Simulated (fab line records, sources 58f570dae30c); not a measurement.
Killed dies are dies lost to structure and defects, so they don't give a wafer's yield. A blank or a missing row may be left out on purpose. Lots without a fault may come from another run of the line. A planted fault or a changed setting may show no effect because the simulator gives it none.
Chamber matching | flow berkeley_cmos170 | UCB170_GATE_ETCH_15 on rie_si-01: 4 sister chambers
The step etches poly-Si in HBr/Cl2, stops on SiO2, time 56.3 s, target depth 278.2 nm. 8 wafers are shown with their chamber, then 7 later ones without.

WAFERS WITH THEIR CHAMBER
wafer  | chamber | throttle_valve_pct (%) | oes_product_au (a.u.)
L309.6 | 0       | 26.43                  | 0.821
L312.6 | 2       | 26.34                  | 0.828
L316.1 | 2       | 26.34                  | 0.847
L316.2 | 0       | 26.45                  | 0.822
L324.1 | 1       | 26.48                  | 0.869
L324.6 | 1       | 26.47                  | 0.867
L327.3 | 3       | 26.19                  | 0.846
L327.5 | 3       | 26.18                  | 0.848

WAFERS WITHOUT THEIR CHAMBER
wafer  | throttle_valve_pct (%) | oes_product_au (a.u.)
L327.6 | 26.35                  | 0.840
L330.2 | 26.48                  | 0.860
L330.3 | 26.36                  | 0.845
L330.6 | 26.47                  | 0.857
L328.1 | 26.46                  | 0.820
L328.4 | 26.44                  | 0.811
L328.6 | 26.45                  | 0.864

WHICH CHAMBER EACH WENT THROUGH
wafer  | from the rows above | in truth
L327.6 | 2                   | 2
L330.2 | 1                   | 1
L330.3 | 2                   | 2
L330.6 | 1                   | 1
L328.1 | 0                   | 0
L328.4 | 0                   | 0
L328.6 | 1                   | 1
Placed correctly: 7 of 7. Can't be placed from these rows: 0. Placed wrongly: 0.
How it was worked out, from the rows above alone: a wafer's distance from a chamber is the root of the sum, over the readings, of the square of ((its reading less the chamber's mean) divided by the reading's scatter). The wafer belongs to the nearest chamber; if the next one is less than 2 further off, it can't be placed. A chamber's mean is the mean of its shown wafers. The scatter: the root of (the sum of the squares of (reading less its chamber's mean) over the shown wafers, divided by (wafers less chambers)).
